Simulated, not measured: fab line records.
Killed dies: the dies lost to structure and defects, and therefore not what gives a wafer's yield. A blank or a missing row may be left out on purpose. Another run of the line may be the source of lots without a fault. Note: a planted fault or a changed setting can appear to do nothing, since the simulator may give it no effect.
fab line records -- flow rit-cmos
record: lots: 14, wafers: 42, last-day: 7
route steps=202 shown ACTIVE@12 FOX2@27 NWELL@38 GATE@84
lots that met no fault: from a run of the same line without faults
start-h: start of the lot's first displayed wafer, in hours after the record's first day -- wait-h: hours from the lot's prior step to this one -- " unchanged from the row above -- L1.1+2: a single row standing in for several wafers -- - no value, or no start was given -- * or withheld: withheld -- < > ~ a bound
route shown NAME@n: names a module that has steps shown in the file, with the first one's number in the route -- usual: mean and standard deviation over wafers with no fault -- same: alike in all rows -- chamber/n: place in a boat -- sites: each site's reading -- _std_site: standard deviation of those values -- _edge_site: inner sites' mean taken away from outer sites' mean -- radius-mm: how far each site lies from the wafer's centre -- mask NAME#n: copy n -- behind: the most recent tool/chamber to have shaped the wafer -- hold: why the lot went on hold/how many hours it stayed there/how the hold came to an end -- device: the n, p or np transistor that did not switch -- end of line: the tests these same wafers got at the end of their route -- step lacking rows: just its recipe -- killed: the dies lost at the first sort to structure and to defects; this is not the yield of the wafer -- map: shows each die of a wafer: x if killed, . if not, _ if none is there
set.NAME: the setting the step ran with; set.NAME@STEP: the setting that earlier step ran with -- model.NAME: the simulator's own value behind a step, which no gauge read
one table for each step of the route and one row for each wafer, over a sample of lots
services: the hour from which a tool's chamber was out of use, counted from the record's first day as start-h (under 0 if before that day), plus the number of hours and why
== steps ==
step: RIT_ACTIVE_CD_MEAS_11
recipe: target-cd-nm: 1400
usual: cd-nm: 1400.9/2.6
lot.wafer,tool,chamber,start-h,wait-h,cd-nm
L481.1,cd-sem-01,-,15.27,-,1401.9
L481.2,cd-sem-01,-,15.27,-,1403.6
L481.5,cd-sem-01,-,15.27,-,1402.0
L482.3,cd-sem-01,-,19.60,-,1400.5
L482.4,cd-sem-01,-,19.60,-,1401.0
L482.5,cd-sem-01,-,19.60,-,1399.3
L486.1,cd-sem-01,-,39.56,-,1401.2
L486.2,cd-sem-01,-,39.56,-,1402.1
L486.5,cd-sem-01,-,39.56,-,1398.4
L487.2,cd-sem-01,-,45.51,-,1400.3
L487.3,cd-sem-01,-,45.51,-,1402.9
L487.6,cd-sem-01,-,45.51,-,1401.4
L492.2,cd-sem-02,-,73.03,-,1403.1
L492.5,cd-sem-02,-,73.03,-,1402.3
L492.6,cd-sem-02,-,73.03,-,1402.7
L494.1,cd-sem-02,-,79.44,-,1401.7
L494.4,cd-sem-02,-,79.44,-,1404.7
L494.6,cd-sem-02,-,79.44,-,1403.8
L496.1,cd-sem-01,-,89.44,-,1399.8
L496.5,cd-sem-01,-,89.44,-,1398.8
L496.6,cd-sem-01,-,89.44,-,1399.2
L497.1,cd-sem-01,-,95.46,-,1401.8
L497.3,cd-sem-01,-,95.46,-,1401.0
L497.5,cd-sem-01,-,95.46,-,1403.2
L498.2,cd-sem-02,-,99.53,-,1396.4
L498.3,cd-sem-02,-,99.53,-,1398.8
L498.6,cd-sem-02,-,99.53,-,1398.7
L499.3,cd-sem-01,-,105.87,-,1397.9
L499.4,cd-sem-01,-,105.87,-,1399.2
L499.5,cd-sem-01,-,105.87,-,1399.9
L500.2,cd-sem-02,-,110.59,-,1402.7
L500.3,cd-sem-02,-,110.59,-,1401.9
L500.4,cd-sem-02,-,110.59,-,1402.1
L501.2,cd-sem-01,-,114.80,-,1398.6
L501.4,cd-sem-01,-,114.80,-,1398.9
L501.5,cd-sem-01,-,114.80,-,1397.3
L502.1,cd-sem-01,-,119.82,-,1396.2
L502.4,cd-sem-01,-,119.82,-,1400.1
L502.5,cd-sem-01,-,119.82,-,1399.0
L503.2,cd-sem-02,-,127.35,-,1400.3
L503.3,cd-sem-02,-,127.35,-,1398.4
L503.5,cd-sem-02,-,127.35,-,1399.1
step: RIT_FOX2_THK_MEAS_90
recipe: reads: SiO2_of_FOX2_OXIDATION_00
usual: FIELD_OXIDE_LEFT_1_THK: 322/6.9
lot.wafer,tool,chamber,start-h,wait-h,FIELD_OXIDE_LEFT_1_THK[nm]
L481.1,film-metro-01,-,20.67,0.0,319
L481.2,film-metro-01,-,20.67,0.0,323
L481.5,film-metro-01,-,20.67,0.0,319
L482.3,film-metro-02,-,25.81,0.0,322
L482.4,film-metro-02,-,25.81,0.0,320
L482.5,film-metro-02,-,25.81,0.0,328
L486.1,film-metro-04,-,46.63,0.0,325
L486.2,film-metro-04,-,46.63,0.0,334
L486.5,film-metro-04,-,46.63,0.0,341
L487.2,film-metro-01,-,50.83,0.0,322
L487.3,film-metro-01,-,50.83,0.0,317
L487.6,film-metro-01,-,50.83,0.0,321
L492.2,film-metro-02,-,77.87,0.0,327
L492.5,film-metro-02,-,77.87,0.0,331
L492.6,film-metro-02,-,77.87,0.0,326
L494.1,film-metro-02,-,85.77,0.0,330
L494.4,film-metro-02,-,85.77,0.0,327
L494.6,film-metro-02,-,85.77,0.0,328
L496.1,film-metro-01,-,95.21,0.0,326
L496.5,film-metro-01,-,95.21,0.0,330
L496.6,film-metro-01,-,95.21,0.0,325
L497.1,film-metro-04,-,100.36,0.0,315
L497.3,film-metro-04,-,100.36,0.0,314
L497.5,film-metro-04,-,100.36,0.0,324
L498.2,film-metro-04,-,107.13,0.0,313
L498.3,film-metro-04,-,107.13,0.0,325
L498.6,film-metro-04,-,107.13,0.0,323
L499.3,film-metro-01,-,114.48,0.0,319
L499.4,film-metro-01,-,114.48,0.0,319
L499.5,film-metro-01,-,114.48,0.0,320
L500.2,film-metro-02,-,116.01,0.0,307
L500.3,film-metro-02,-,116.01,0.0,310
L500.4,film-metro-02,-,116.01,0.0,309
L501.2,film-metro-02,-,119.69,0.0,323
L501.4,film-metro-02,-,119.69,0.0,327
L501.5,film-metro-02,-,119.69,0.0,322
L502.1,film-metro-01,-,130.20,0.0,315
L502.4,film-metro-01,-,130.20,0.0,310
L502.5,film-metro-01,-,130.20,0.0,313
L503.2,film-metro-04,-,134.46,0.0,321
L503.3,film-metro-04,-,134.46,0.0,318
L503.5,film-metro-04,-,134.46,0.0,323
step: RIT_NWELL_TW_MEAS_10
usual: NWELL_TW: 2144/18
lot.wafer,tool,chamber,start-h,wait-h,NWELL_TW
L481.1,film-metro-01,-,22.22,0.1,2138
L481.2,film-metro-01,-,22.22,0.1,2128
L481.5,film-metro-01,-,22.22,0.1,2134
L482.3,film-metro-03,-,27.36,0.1,2141
L482.4,film-metro-03,-,27.36,0.1,2142
L482.5,film-metro-03,-,27.36,0.1,2142
L486.1,film-metro-04,-,48.18,0.1,2178
L486.2,film-metro-04,-,48.18,0.1,2169
L486.5,film-metro-04,-,48.18,0.1,2182
L487.2,film-metro-03,-,52.38,0.1,2152
L487.3,film-metro-03,-,52.38,0.1,2143
L487.6,film-metro-03,-,52.38,0.1,2144
L492.2,film-metro-01,-,79.42,0.1,2135
L492.5,film-metro-01,-,79.42,0.1,2117
L492.6,film-metro-01,-,79.42,0.1,2119
L494.1,film-metro-04,-,87.32,0.1,2169
L494.4,film-metro-04,-,87.32,0.1,2158
L494.6,film-metro-04,-,87.32,0.1,2165
L496.1,film-metro-04,-,96.97,0.1,2155
L496.5,film-metro-04,-,96.97,0.1,2164
L496.6,film-metro-04,-,96.97,0.1,2162
L497.1,film-metro-03,-,101.91,0.1,2156
L497.3,film-metro-03,-,101.91,0.1,2146
L497.5,film-metro-03,-,101.91,0.1,2152
L498.2,film-metro-01,-,108.81,0.1,2143
L498.3,film-metro-01,-,108.81,0.1,2127
L498.6,film-metro-01,-,108.81,0.1,2129
L499.3,film-metro-03,-,116.03,0.1,2149
L499.4,film-metro-03,-,116.03,0.1,2156
L499.5,film-metro-03,-,116.03,0.1,2142
L500.2,film-metro-03,-,117.80,0.1,2152
L500.3,film-metro-03,-,117.80,0.1,2157
L500.4,film-metro-03,-,117.80,0.1,2147
L501.2,film-metro-01,-,121.37,0.1,2123
L501.4,film-metro-01,-,121.37,0.1,2129
L501.5,film-metro-01,-,121.37,0.1,2139
L502.1,film-metro-03,-,131.82,0.1,2137
L502.4,film-metro-03,-,131.82,0.1,2140
L502.5,film-metro-03,-,131.82,0.1,2132
L503.2,film-metro-04,-,136.16,0.1,2148
L503.3,film-metro-04,-,136.16,0.1,2159
L503.5,film-metro-04,-,136.16,0.1,2152
step: RIT_GATE_CVD_08
recipe: material: poly-Si, target-thk-nm: 250, temp-c: 610, precursor: SiH4, time-s: 2220, pressure-mtorr: 312.2, sih4-flow-sccm: 100
usual: sih4-flow-sccm: 100.03/0.29, spike-tc-centre-C: 611.2/1.1, zone-power-load-pct: 12.81/0.27
lot.wafer,tool,chamber,start-h,wait-h,sih4-flow-sccm,spike-tc-centre-C,zone-power-load-pct
L481.1,lpcvd-01,0,36.43,1.2,100.07,610.0,12.47
L481.2,lpcvd-01,0,36.43,1.2,99.67,611.5,12.31
L481.5,lpcvd-01,0,36.43,1.2,99.91,610.0,12.38
L482.3,lpcvd-02,0,42.11,0.0,99.76,610.8,12.76
L482.4,lpcvd-02,0,42.11,0.0,100.11,611.6,13.07
L482.5,lpcvd-02,0,42.11,0.0,100.11,609.8,12.79
L486.1,lpcvd-02,0,60.53,0.1,100.21,612.5,12.69
L486.2,lpcvd-02,0,60.53,0.1,100.26,611.3,12.80
L486.5,lpcvd-02,0,60.53,0.1,100.35,610.0,12.74
L487.2,lpcvd-02,0,70.87,0.0,99.62,612.3,12.62
L487.3,lpcvd-02,0,70.87,0.0,99.93,610.8,12.85
L487.6,lpcvd-02,0,70.87,0.0,99.56,610.9,12.80
L492.2,lpcvd-02,1,94.65,0.0,99.64,610.6,13.22
L492.5,lpcvd-02,1,94.65,0.0,99.52,609.6,12.95
L492.6,lpcvd-02,1,94.65,0.0,99.53,609.8,13.20
L494.1,lpcvd-02,0,104.92,0.2,99.65,611.0,12.58
L494.4,lpcvd-02,0,104.92,0.2,100.26,611.5,12.80
L494.6,lpcvd-02,0,104.92,0.2,100.06,611.3,12.79
L496.1,lpcvd-02,0,110.88,0.1,100.26,610.0,12.84
L496.5,lpcvd-02,0,110.88,0.1,100.04,611.5,12.89
L496.6,lpcvd-02,0,110.88,0.1,99.94,610.3,12.75
L497.1,lpcvd-02,0,115.42,0.1,100.40,611.1,12.74
L497.3,lpcvd-02,0,115.42,0.1,100.86,610.9,12.69
L497.5,lpcvd-02,0,115.42,0.1,100.14,611.3,12.53
L498.2,lpcvd-02,1,125.25,0.0,100.21,610.3,13.35
L498.3,lpcvd-02,1,125.25,0.0,99.92,609.4,13.26
L498.6,lpcvd-02,1,125.25,0.0,99.88,611.1,13.02
L499.3,lpcvd-01,1,131.64,0.0,100.41,613.0,13.02
L499.4,lpcvd-01,1,131.64,0.0,99.98,611.6,12.99
L499.5,lpcvd-01,1,131.64,0.0,100.26,613.0,13.19
L500.2,lpcvd-01,0,131.64,0.0,100.36,611.3,12.58
L500.3,lpcvd-01,0,131.64,0.0,99.96,610.4,12.61
L500.4,lpcvd-01,0,131.64,0.0,100.38,611.6,12.30
L501.2,lpcvd-01,0,135.69,0.0,99.98,613.2,12.40
L501.4,lpcvd-01,0,135.69,0.0,99.51,609.4,12.38
L501.5,lpcvd-01,0,135.69,0.0,99.74,609.5,12.41
L502.1,lpcvd-01,0,151.21,0.1,100.49,609.8,12.41
L502.4,lpcvd-01,0,151.21,0.1,99.99,612.0,12.41
L502.5,lpcvd-01,0,151.21,0.1,99.81,611.0,12.29
L503.2,lpcvd-01,1,151.21,0.0,100.21,612.6,13.24
L503.3,lpcvd-01,1,151.21,0.0,100.57,611.9,12.87
L503.5,lpcvd-01,1,151.21,0.0,100.37,611.6,13.04
step: RIT_GATE_THK_MEAS_09
recipe: reads: poly-Si_of_GATE_CVD_08
usual: GATE_POLY_THK: 255.5/2.5
lot.wafer,tool,chamber,start-h,wait-h,hold,GATE_POLY_THK[nm]
L481.1,film-metro-02,-,38.85,0.0,-,257.5
L481.2,film-metro-02,-,38.85,0.0,-,258.3
L481.5,film-metro-02,-,38.85,0.0,-,260.8
L482.3,film-metro-02,-,43.75,0.0,-,256.7
L482.4,film-metro-02,-,43.75,0.0,-,254.9
L482.5,film-metro-02,-,43.75,0.0,-,254.8
L486.1,film-metro-01,-,62.14,0.0,-,251.7
L486.2,film-metro-01,-,62.14,0.0,-,252.0
L486.5,film-metro-01,-,62.14,0.0,-,252.5
L487.2,film-metro-01,-,73.30,0.0,-,255.9
L487.3,film-metro-01,-,73.30,0.0,-,254.0
L487.6,film-metro-01,-,73.30,0.0,-,257.0
L492.2,film-metro-02,-,96.27,0.0,-,257.5
L492.5,film-metro-02,-,96.27,0.0,-,260.9
L492.6,film-metro-02,-,96.27,0.0,-,259.0
L494.1,film-metro-01,-,106.54,0.0,-,254.9
L494.4,film-metro-01,-,106.54,0.0,-,255.1
L494.6,film-metro-01,-,106.54,0.0,-,254.4
L496.1,film-metro-04,-,112.50,0.0,await-dispo/0.2h/release,296.7
L496.5,film-metro-04,-,112.50,0.0,await-dispo/0.2h/release,296.5
L496.6,film-metro-04,-,112.50,0.0,await-dispo/0.2h/release,295.4
L496.1,film-metro-04,-,112.72,0.2,-,297.0
L496.5,film-metro-04,-,112.72,0.2,-,296.5
L496.6,film-metro-04,-,112.72,0.2,-,295.7
L497.1,film-metro-04,-,117.04,0.0,await-dispo/0.2h/release,294.5
L497.3,film-metro-04,-,117.04,0.0,await-dispo/0.2h/release,296.5
L497.5,film-metro-04,-,117.04,0.0,await-dispo/0.2h/release,294.6
L497.1,film-metro-04,-,117.36,0.3,-,294.7
L497.3,film-metro-04,-,117.36,0.3,-,296.5
L497.5,film-metro-04,-,117.36,0.3,-,294.6
L498.2,film-metro-02,-,126.88,0.0,-,254.3
L498.3,film-metro-02,-,126.88,0.0,-,253.8
L498.6,film-metro-02,-,126.88,0.0,-,254.3
L500.2,film-metro-02,-,133.27,0.0,-,258.1
L500.3,film-metro-02,-,133.27,0.0,-,258.5
L500.4,film-metro-02,-,133.27,0.0,-,259.7
L499.3,film-metro-01,-,133.28,0.0,-,255.9
L499.4,film-metro-01,-,133.28,0.0,-,256.9
L499.5,film-metro-01,-,133.28,0.0,-,256.1
L501.2,film-metro-02,-,137.32,0.0,-,256.2
L501.4,film-metro-02,-,137.32,0.0,-,258.1
L501.5,film-metro-02,-,137.32,0.0,-,256.9
L502.1,film-metro-01,-,152.83,0.0,-,259.0
L502.4,film-metro-01,-,152.83,0.0,-,259.1
L502.5,film-metro-01,-,152.83,0.0,-,259.9
L503.2,film-metro-04,-,152.84,0.0,-,257.9
L503.3,film-metro-04,-,152.84,0.0,-,257.4
L503.5,film-metro-04,-,152.84,0.0,-,255.9
step: RIT_GATE_ETCH_19
recipe: chemistry: SF6/CHF3/O2, time-s: 165, SF6_flow_sccm: 30, CHF3_flow_sccm: 30, O2_flow_sccm: 5, target: poly-Si, pressure-mtorr: 40, rf-w: 160, target-depth-a: 3125, over-etch-frac: 0.25, stop-on: SiO2
usual: drypump-motor-current-A: 5.5/0.47, oes-product-au: 0.864/0.016, throttle-valve-pct: 10.14/0.15
lot.wafer,tool,chamber,start-h,wait-h,drypump-motor-current-A,oes-product-au,rf-hours-counter-h,throttle-valve-pct
L481.1,rie-si-01,3,40.20,0.1,5.1,0.854,43,10.15
L481.2,rie-si-01,0,40.20,0.1,5.8,0.895,128,10.15
L481.5,rie-si-01,0,40.20,0.1,5.8,0.893,-,10.14
L482.3,rie-si-02,3,44.95,0.1,6.2,0.875,79,10.28
L482.4,rie-si-02,1,44.95,0.1,4.9,0.866,88,10.36
L482.5,rie-si-02,2,44.95,0.1,6.0,0.852,-,10.04
L486.1,rie-si-02,0,63.42,0.1,4.8,0.861,158,9.95
L486.2,rie-si-02,3,63.42,0.1,6.2,0.865,80,10.29
L486.5,rie-si-02,0,63.42,0.1,4.8,0.873,-,9.96
L487.2,rie-si-01,3,74.51,0.1,5.1,0.855,44,10.14
L487.3,rie-si-01,1,74.51,0.1,5.5,0.852,0,10.21
L487.6,rie-si-01,2,74.51,0.1,5.7,0.878,-,9.90
L492.2,rie-si-02,3,97.48,0.1,6.2,0.879,80,10.30
L492.5,rie-si-02,0,97.48,0.1,4.8,0.845,-,9.96
L492.6,rie-si-02,3,97.48,0.1,6.1,0.892,-,10.29
L494.1,rie-si-02,0,108.22,0.1,4.8,0.836,0,9.95
L494.4,rie-si-02,3,108.22,0.1,6.2,0.879,80,10.27
L494.6,rie-si-02,1,108.22,0.1,5.0,0.882,-,10.35
L496.1,rie-si-02,1,116.27,0.1,4.9,0.975,89,10.37
L496.5,rie-si-02,2,116.27,0.1,6.0,0.939,-,10.06
L496.6,rie-si-02,3,116.27,0.1,6.2,0.952,-,10.29
L497.1,rie-si-01,1,122.99,0.1,5.4,0.949,1,10.22
L497.3,rie-si-01,0,122.99,0.1,5.8,0.976,129,10.14
L497.5,rie-si-01,1,122.99,0.1,5.4,0.959,-,10.23
L498.2,rie-si-02,0,128.08,0.1,4.8,0.842,0,9.96
L498.3,rie-si-02,2,128.08,0.1,6.0,0.848,0,10.06
L498.6,rie-si-02,0,128.08,0.1,4.8,0.841,-,9.94
L500.2,rie-si-01,2,134.60,0.1,5.7,0.870,61,9.90
L500.3,rie-si-01,0,134.60,0.1,5.8,0.890,129,10.14
L500.4,rie-si-01,3,134.60,0.1,5.1,0.857,44,10.15
L499.3,rie-si-02,0,134.84,0.1,4.8,0.835,0,9.95
L499.4,rie-si-02,1,134.84,0.1,5.0,0.875,89,10.37
L499.5,rie-si-02,1,134.84,0.1,5.0,0.874,-,10.37
L501.2,rie-si-01,0,138.52,0.1,5.8,0.889,129,10.13
L501.4,rie-si-01,3,138.52,0.1,5.1,0.851,44,10.15
L501.5,rie-si-01,0,138.52,0.1,5.8,0.887,-,10.16
L502.1,rie-si-02,1,154.04,0.1,4.9,0.886,89,10.37
L502.4,rie-si-02,0,154.04,0.1,4.8,0.849,0,9.95
L502.5,rie-si-02,1,154.04,0.1,5.0,0.892,-,10.36
L503.2,rie-si-02,2,154.54,0.1,6.0,0.854,1,10.06
L503.3,rie-si-02,3,154.54,0.1,6.2,0.882,80,10.28
L503.5,rie-si-02,3,154.54,0.1,6.2,0.883,-,10.28
== services ==
tool,chamber,start-h,hours,kind
rie-si-01,1,21.97,-,clean
rie-si-01,1,21.97,18.0,scheduled-down
rie-si-01,1,21.97,18.0,vent-cycle
rie-si-02,-,61.70,0.4,repair
rie-si-02,2,62.36,-,clean
rie-si-02,2,62.36,17.9,scheduled-down
rie-si-02,2,62.36,17.9,vent-cycle
rie-si-01,0,76.43,2.1,repair
lpcvd-02,-,77.87,0.9,repair
rie-si-02,0,80.27,-,clean
rie-si-02,0,80.27,14.3,scheduled-down
rie-si-02,0,80.27,14.3,vent-cycle
== key ==
first-sign: step: RIT_GATE_THK_MEAS_09, reading: visit, direction: added
effect: step: RIT_GATE_THK_MEAS_09, reading: GATE_POLY_THK, direction: up, sigmas: 16, usual: 255.5, struck: 295.7
effect: step: RIT_GATE_ETCH_19, reading: oes-product-au, direction: up, sigmas: 6, usual: 0.864, struck: 0.958
met-at RIT_GATE_CVD_08
struck-lots L496,L497
struck-wafers L496.1,L496.5,L496.6,L497.1,L497.3,L497.5
later-rows-left-out L496.6
sort-left-out L496.1,L496.5,L496.6,L497.1,L497.3,L497.5
tester-left-out L496,L497
not-acting-at RIT_ACTIVE_CD_MEAS_11,RIT_FOX2_THK_MEAS_90,RIT_NWELL_TW_MEAS_10
onset-between 104.92 110.88
fault: kind: process-parameter-drift, tool: lpcvd-02, chamber: 0, onset-h: 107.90, steps: RIT_GATE_CVD_08, channel: target-thk-nm, offset: 38.36, shape: step, end-h: 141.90, acts-in: these-recipes-only, stated: 250
tester-left-out: of these lots the tester's yield and bins aren't shown, on N5 and GAA mostly nor the transistor test; their killed dies are dies lost to structure and defects alone, not to doping, threshold or leakage, so they don't give the yield
sort-left-out: the simulated sort isn't trusted on such a fault, so these wafers' sort isn't shown, and their yield isn't known
later-rows-left-out: the simulator's readings of these wafers behind a module that went badly wrong aren't trusted and aren't shown, but for the sort
